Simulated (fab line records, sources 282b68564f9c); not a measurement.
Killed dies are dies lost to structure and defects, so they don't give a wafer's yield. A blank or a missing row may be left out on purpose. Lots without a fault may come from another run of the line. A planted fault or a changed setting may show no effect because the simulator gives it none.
fab line records | flow rit_cmos
record lots=7 wafers=21 last_day=7
route steps=202 shown PSD@152 SDANNEAL@153 NSD@158 PLDD@159 NLDD@160 SILICIDE@161 M1@202
lots that met no fault: from a run of the same line without faults
start_h: hours from the record's first day to the start of the lot's first wafer shown | wait_h: hours since the lot's step before | " the same as in the row above | L1.1+2: a row that stands for several wafers | - no value, or no start given | * or withheld: withheld | < > ~ a bound
route shown NAME@n: a module of which the file shows steps, and the number in the route of the first | usual: mean/standard deviation of fault-free wafers | same: alike in all rows | chamber/n: place in a boat | sites: the reading at each site | _std_site: their standard deviation | _edge_site: outer sites' mean less inner sites' | radius_mm: how far each site lies from the wafer's centre | mask NAME#n: copy n | behind: the tool/chamber that last shaped the wafer | hold: why the lot was held/for how many hours/how that ended | device: the transistor (n, p or np) that didn't switch | end of line: the same wafers' tests at the end of the route | a step without rows: its recipe alone | killed: dies lost to structure and defects at the first sort, not the wafer's yield | map: a wafer's dies, x killed, . not, _ none there
set.NAME: the setting as run; set.NAME@STEP: as run at that earlier step | model.NAME: the simulator's own value behind a step, which no gauge read
lots at some steps of the route; a table a step, a row a wafer
services: from which hour (start_h, from the record's first day; less than 0 if before it) a tool's chamber was out of use, for how many hours, and why
## steps
# step RIT_PSD_TW_MEAS_10
# usual PSD_TW=3437/24
# columns lot.wafer tool chamber start_h wait_h PSD_TW
L420.2 film_metro-04 - 55.57 0.1 3460
L420.5 " - " " 3450
L420.6 " - " " 3450
L421.1 film_metro-03 - 60.37 0.1 3456
L421.3 " - " " 3446
L421.5 " - " " 3435
L422.1 film_metro-03 - 68.22 0.1 3426
L422.2 " - " " 3453
L422.6 " - " " 3461
L429.3 film_metro-04 - 104.16 0.1 3446
L429.4 " - " " 3447
L429.5 " - " " 3449
L432.1 film_metro-04 - 117.81 0.1 3437
L432.2 " - " " 3414
L432.6 " - " " 3451
L433.1 film_metro-04 - 121.74 0.1 3483
L433.2 " - " " 3484
L433.4 " - " " 3465
L441.1 film_metro-02 - 161.53 0.1 3403
L441.3 " - " " 3409
L441.6 " - " " 3407
# step RIT_SDANNEAL_CLEAN_00
# recipe chemistry=SC1 mix=3:3:50 time_s=600 temp_c=75
# step RIT_SDANNEAL_CLEAN_01
# recipe chemistry=dHF dilution=50:1 time_s=29.45
# step RIT_SDANNEAL_CLEAN_02
# recipe chemistry=SC2 mix=3:3:50 time_s=600 temp_c=75 dry=n2_spin
# step RIT_SDANNEAL_RTA_03
# recipe temp_c=1050 time_s=5 idle_temp_c=600 ramp_up_c_per_s=342 ramp_down_c_per_s=171 cool_to_c=600 ambient=N2
# usual wafer_temp_C_max=1053.5/1.2
# columns lot.wafer tool chamber start_h wait_h wafer_temp_C_max
L420.2 rtp_anneal-02 0 56.03 0.0 1054.7
L420.5 " 0 " " 1055.2
L420.6 " 0 " " 1053.7
L421.1 rtp_anneal-01 0 60.79 0.0 1053.7
L421.3 " 0 " " 1054.0
L421.5 " 0 " " 1052.2
L422.1 rtp_anneal-02 0 68.67 0.0 1052.9
L422.2 " 0 " " 1053.0
L422.6 " 0 " " 1053.8
L429.3 rtp_anneal-01 0 104.61 0.0 1054.3
L429.4 " 0 " " 1052.8
L429.5 " 0 " " 1054.8
L432.1 rtp_anneal-02 0 118.23 0.0 1052.6
L432.2 " 0 " " 1052.4
L432.6 " 0 " " 1053.4
L433.1 rtp_anneal-01 0 122.20 0.0 1053.5
L433.2 " 0 " " 1052.8
L433.4 " 0 " " 1053.3
L441.1 rtp_anneal-01 0 161.99 0.0 1054.3
L441.3 " 0 " " 1053.6
L441.6 " 0 " " 1052.0
# step RIT_SDANNEAL_RS_MEAS_04
# recipe thk_meas_gauge=four-point-probe
# usual PSD_RS=116.1/0.3
# columns lot.wafer tool chamber start_h wait_h PSD_RS[ohm/sq]
L420.2 film_metro-03 - 56.10 0.1 116.5
L420.5 " - " " 116.4
L420.6 " - " " 116.3
L421.1 film_metro-02 - 60.91 0.1 115.8
L421.3 " - " " 115.8
L421.5 " - " " 115.7
L422.1 film_metro-02 - 68.72 0.0 116.0
L422.2 " - " " 115.6
L422.6 " - " " 115.9
L429.3 film_metro-02 - 104.73 0.1 115.7
L429.4 " - " " 115.8
L429.5 " - " " 115.8
L432.1 film_metro-03 - 118.29 0.0 116.4
L432.2 " - " " 116.1
L432.6 " - " " 116.1
L433.1 film_metro-04 - 122.31 0.1 116.1
L433.2 " - " " 116.0
L433.4 " - " " 115.8
L441.1 film_metro-03 - 162.05 0.0 116.0
L441.3 " - " " 116.5
L441.6 " - " " 116.0
# step RIT_SDANNEAL_RS_MEAS_05
# recipe thk_meas_gauge=four-point-probe
# usual NSD_RS=84.5/0.33
# columns lot.wafer tool chamber start_h wait_h NSD_RS[ohm/sq]
L420.2 film_metro-03 - 56.22 0.1 84.7
L420.5 " - " " 84.8
L420.6 " - " " 85.1
L421.1 film_metro-02 - 61.03 0.1 83.8
L421.3 " - " " 83.7
L421.5 " - " " 83.5
L422.1 film_metro-02 - 68.84 0.1 84.5
L422.2 " - " " 84.6
L422.6 " - " " 84.6
L429.3 film_metro-02 - 104.85 0.1 84.3
L429.4 " - " " 84.5
L429.5 " - " " 84.5
L432.1 film_metro-03 - 118.41 0.1 84.7
L432.2 " - " " 84.5
L432.6 " - " " 84.7
L433.1 film_metro-04 - 122.43 0.1 84.0
L433.2 " - " " 84.1
L433.4 " - " " 83.9
L441.1 film_metro-03 - 162.17 0.1 85.2
L441.3 " - " " 84.9
L441.6 " - " " 85.2
# step RIT_SDANNEAL_RS_MEAS_06
# recipe thk_meas_gauge=four-point-probe
# usual PLDD_RS=178.7/0.54
# columns lot.wafer tool chamber start_h wait_h PLDD_RS[ohm/sq]
L420.2 film_metro-03 - 56.34 0.1 178.7
L420.5 " - " " 179.1
L420.6 " - " " 179.3
L421.1 film_metro-02 - 61.15 0.1 178.6
L421.3 " - " " 178.5
L421.5 " - " " 178.3
L422.1 film_metro-02 - 68.96 0.1 179.0
L422.2 " - " " 178.5
L422.6 " - " " 178.5
L429.3 film_metro-02 - 104.97 0.1 178.2
L429.4 " - " " 178.6
L429.5 " - " " 177.8
L432.1 film_metro-03 - 118.53 0.1 178.4
L432.2 " - " " 178.3
L432.6 " - " " 178.3
L433.1 film_metro-04 - 122.55 0.1 179.0
L433.2 " - " " 178.8
L433.4 " - " " 178.8
L441.1 film_metro-03 - 162.29 0.1 179.2
L441.3 " - " " 178.9
L441.6 " - " " 178.7
# step RIT_SDANNEAL_RS_MEAS_07
# recipe thk_meas_gauge=four-point-probe
# usual NLDD_RS=151.6/0.58
# columns lot.wafer tool chamber start_h wait_h NLDD_RS[ohm/sq]
L420.2 film_metro-03 - 56.46 0.1 151.8
L420.5 " - " " 151.9
L420.6 " - " " 151.8
L421.1 film_metro-02 - 61.27 0.1 151.1
L421.3 " - " " 151.3
L421.5 " - " " 151.1
L422.1 film_metro-02 - 69.08 0.1 150.7
L422.2 " - " " 151.1
L422.6 " - " " 151.3
L429.3 film_metro-02 - 105.09 0.1 150.7
L429.4 " - " " 150.8
L429.5 " - " " 150.0
L432.1 film_metro-03 - 118.65 0.1 151.4
L432.2 " - " " 151.4
L432.6 " - " " 151.2
L433.1 film_metro-04 - 122.67 0.1 151.7
L433.2 " - " " 152.3
L433.4 " - " " 152.3
L441.1 film_metro-03 - 162.41 0.1 151.6
L441.3 " - " " 151.7
L441.6 " - " " 152.3
# step RIT_SILICIDE_WET_ETCH_00
# recipe chemistry=BOE target=SiO2 target_depth_nm=14 time_s=15 dry=n2_spin dilution=10:1 temp_c=21.5
# step RIT_SILICIDE_SPUTTER_01
# recipe material=Ti target_thk_nm=30 power_w=350 chamber_pressure_pa=0.667 gas=Ar time_s=240 substrate_temp_c=25
# usual throttle_valve_pct=29.9/0.91
# columns lot.wafer tool chamber start_h wait_h throttle_valve_pct
L420.2 pvd_sputter-03 - 56.57 0.0 30.8
L420.5 " - " " 30.7
L420.6 " - " " 30.1
L421.1 pvd_sputter-01 - 61.40 0.0 31.6
L421.3 " - " " 30.6
L421.5 " - " " 30.7
L422.1 pvd_sputter-03 - 69.22 0.0 29.9
L422.2 " - " " 29.0
L422.6 " - " " 30.1
L429.3 pvd_sputter-04 - 105.18 0.0 29.2
L429.4 " - " " 28.8
L429.5 " - " " 28.9
L432.1 pvd_sputter-03 - 118.79 0.0 30.6
L432.2 " - " " 29.1
L432.6 " - " " 29.7
L433.1 pvd_sputter-04 - 122.81 0.0 30.3
L433.2 " - " " 28.8
L433.4 " - " " 29.2
L441.1 pvd_sputter-04 - 162.54 0.0 28.9
L441.3 " - " " 30.3
L441.6 " - " " 29.0
# step RIT_SILICIDE_RS_MEAS_02
# recipe thk_meas_gauge=four-point-probe reads=Ti_of_SILICIDE_SPUTTER_01
# usual SILICIDE_TI_RS=47.8/0.75
# columns lot.wafer tool chamber start_h wait_h SILICIDE_TI_RS[ohm/sq]
L420.2 film_metro-01 - 56.74 0.1 46.8
L420.5 " - " " 46.6
L420.6 " - " " 47.2
L421.1 film_metro-03 - 61.55 0.1 47.7
L421.3 " - " " 46.9
L421.5 " - " " 46.9
L422.1 film_metro-04 - 69.37 0.1 48.4
L422.2 " - " " 47.5
L422.6 " - " " 48.1
L429.3 film_metro-01 - 105.37 0.1 47.4
L429.4 " - " " 47.2
L429.5 " - " " 48.2
L432.1 film_metro-01 - 118.94 0.1 46.6
L432.2 " - " " 46.7
L432.6 " - " " 47.4
L433.1 film_metro-01 - 122.96 0.1 48.0
L433.2 " - " " 47.4
L433.4 " - " " 48.3
L441.1 film_metro-03 - 162.69 0.1 48.3
L441.3 " - " " 48.6
L441.6 " - " " 48.3
# step RIT_SILICIDE_THK_MEAS_03
# recipe thk_meas_gauge=xrf reads=Ti_of_SILICIDE_SPUTTER_01
# usual SILICIDE_TI_THK=29.6/0.43
# columns lot.wafer tool chamber start_h wait_h SILICIDE_TI_THK[nm]
L420.2 film_metro-01 - 56.85 0.1 30.5
L420.5 " - " " 30.6
L420.6 " - " " 30.3
L421.1 film_metro-03 - 61.67 0.1 29.7
L421.3 " - " " 30.1
L421.5 " - " " 30.0
L422.1 film_metro-04 - 69.49 0.1 29.3
L422.2 " - " " 29.7
L422.6 " - " " 29.5
L429.3 film_metro-01 - 105.47 0.1 31.4
L429.4 " - " " 31.4
L429.5 " - " " 31.0
L432.1 film_metro-01 - 119.06 0.1 31.8
L432.2 " - " " 31.6
L432.6 " - " " 31.4
L433.1 film_metro-01 - 123.08 0.1 31.0
L433.2 " - " " 31.3
L433.4 " - " " 31.0
L441.1 film_metro-03 - 162.81 0.1 29.4
L441.3 " - " " 29.2
L441.6 " - " " 29.4
# step RIT_SILICIDE_RTA_04
# recipe temp_c=650 time_s=10 idle_temp_c=25 ramp_up_s=5 ramp_down_s=5 cool_to_c=25 ambient=N2
# usual wafer_temp_C_max=654.9/1.1
# columns lot.wafer tool chamber start_h wait_h wafer_temp_C_max
L420.2 rtp_anneal-01 0 56.92 0.1 654.9
L420.5 " 0 " " 654.2
L420.6 " 0 " " 654.6
L421.1 rtp_anneal-02 0 61.73 0.1 655.8
L421.3 " 0 " " 654.5
L421.5 " 0 " " 654.2
L422.1 rtp_anneal-01 0 69.55 0.1 656.6
L422.2 " 0 " " 655.0
L422.6 " 0 " " 654.9
L429.3 rtp_anneal-02 0 105.53 0.1 654.3
L429.4 " 0 " " 654.8
L429.5 " 0 " " 654.8
L432.1 rtp_anneal-01 0 119.12 0.1 655.2
L432.2 " 0 " " 655.6
L432.6 " 0 " " 655.9
L433.1 rtp_anneal-02 0 123.14 0.1 655.5
L433.2 " 0 " " 654.6
L433.4 " 0 " " 654.5
L441.1 rtp_anneal-02 0 162.87 0.1 654.8
L441.3 " 0 " " 654.6
L441.6 " 0 " " 653.7
# step RIT_M1_PROBE_99
# usual killed_at_front_end=6.6/2.9 killed_dies=6.6/3 killed_open=3.4/2 killed_short=3.2/2
# same gross_dies=264 killed_at_M0_to_M3=0 killed_at_M4_up=0 killed_at_back_side=0 killed_at_contacts=0 killed_at_other=0
# columns lot.wafer tool chamber start_h wait_h killed_at_front_end killed_dies killed_open killed_short
L421.1 prober-01 - 68.85 0.1 9 9 3 6
L421.3 prober-01 - 68.95 0.2 11 11 4 7
L421.5 prober-01 - 69.05 0.2 3 3 2 1
L429.3 prober-02 - 112.38 0.2 6 6 2 4
L429.4 prober-02 - 112.43 0.2 9 9 6 3
L429.5 prober-02 - 112.48 0.2 5 5 2 3
L432.1 prober-01 - 125.95 0.1 5 5 2 3
L432.2 prober-01 - 126.00 0.1 4 4 3 1
L432.6 prober-01 - 126.20 0.2 3 3 2 1
L433.1 prober-02 - 130.19 0.1 3 3 1 2
L433.2 prober-02 - 130.24 0.1 8 8 2 6
L433.4 prober-02 - 130.34 0.2 1 1 0 1
L441.1 prober-02 - 169.31 0.1 6 6 1 5
L441.3 prober-02 - 169.41 0.2 9 9 2 7
L441.6 prober-02 - 169.56 0.2 8 8 3 5
# killed by level:class
L421.1 GATE:geometric_particle:short=3 GATE:geometric_particle:open=2 FOX1:geometric_particle:short=1 REOX:geometric_particle:short=1 SPACER:geometric_particle:open=1 SPACER:geometric_particle:short=1
L421.3 GATE:geometric_particle:open=4 GATE:geometric_particle:short=4 FOX2:geometric_particle:short=1 REOX:geometric_particle:short=1 SPACER:geometric_particle:short=1
L421.5 GATE:geometric_particle:short=1 GATE:geometric_particle:open=1 REOX:geometric_particle:open=1
L429.3 GATE:geometric_particle:short=4 GATE:geometric_particle:open=1 SPACER:geometric_particle:open=1
L429.4 GATE:geometric_particle:short=3 GATE:geometric_particle:open=2 FOX2:geometric_particle:open=1 REOX:geometric_particle:open=1 SPACER:geometric_particle:open=1 SILICIDE:geometric_particle:open=1
L429.5 FOX2:geometric_particle:short=2 FOX2:geometric_particle:open=1 GATE:geometric_particle:open=1 SILICIDE:geometric_particle:short=1
L432.1 GATE:geometric_particle:short=3 GATE:geometric_particle:open=1 SILICIDE:geometric_particle:open=1
L432.2 REOX:geometric_particle:open=2 SPACER:geometric_particle:short=1 SPACER:geometric_particle:open=1
L432.6 SPACER:geometric_particle:open=2 FOX1:geometric_particle:short=1
L433.1 FOX1:geometric_particle:short=1 REOX:geometric_particle:open=1 REOX:geometric_particle:short=1
L433.2 GATE:geometric_particle:short=2 SPACER:geometric_particle:short=2 SILICIDE:geometric_particle:short=2 FOX1:geometric_particle:open=1 GATE:geometric_particle:open=1
L433.4 REOX:geometric_particle:short=1
L441.1 GATE:geometric_particle:short=2 FOX2:geometric_particle:short=1 GATE:geometric_particle:open=1 SPACER:geometric_particle:short=1 SILICIDE:geometric_particle:short=1
L441.3 GATE:geometric_particle:short=2 ACTIVE:geometric_particle:short=1 FOX2:geometric_particle:open=1 FOX2:geometric_particle:short=1 GATE:geometric_particle:open=1 REOX:geometric_particle:short=1 SPACER:geometric_particle:short=1 SILICIDE:geometric_particle:short=1
L441.6 GATE:geometric_particle:short=3 FOX1:geometric_particle:short=1 FOX1:geometric_particle:open=1 REOX:geometric_particle:open=1 SPACER:geometric_particle:open=1 SILICIDE:geometric_particle:short=1
## services
# columns tool chamber start_h hours kind
pvd_sputter-01 - 61.90 32.4 repair
pvd_sputter-03 - 64.77 0.5 repair
pvd_sputter-01 - 107.00 4.5 repair
## key
first_sign step=RIT_SILICIDE_THK_MEAS_03 reading=SILICIDE_TI_THK direction=up sigmas=4.1 usual=29.6 struck=31.3
effect none on later readings
met_at RIT_SILICIDE_THK_MEAS_03
struck_wafers L429.3,L429.4,L429.5,L432.1,L432.2,L432.6,L433.1,L433.2,L433.4
tester_left_out L429,L432,L433
onset_between 56.85 105.47
also_fits RIT_PSD_TW_MEAS_10:film_metro-04,RIT_SILICIDE_RS_MEAS_02:film_metro-01
fault kind=metrology_matching_offset tool=film_metro-01 chamber=- onset_h=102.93 steps=RIT_SILICIDE_THK_MEAS_03 param=thk_nm offset=1.5928
# tester_left_out: of these lots the tester's yield and bins aren't shown, on N5 and GAA mostly nor the transistor test; their killed dies are dies lost to structure and defects alone, not to doping, threshold or leakage, so they don't give the yield
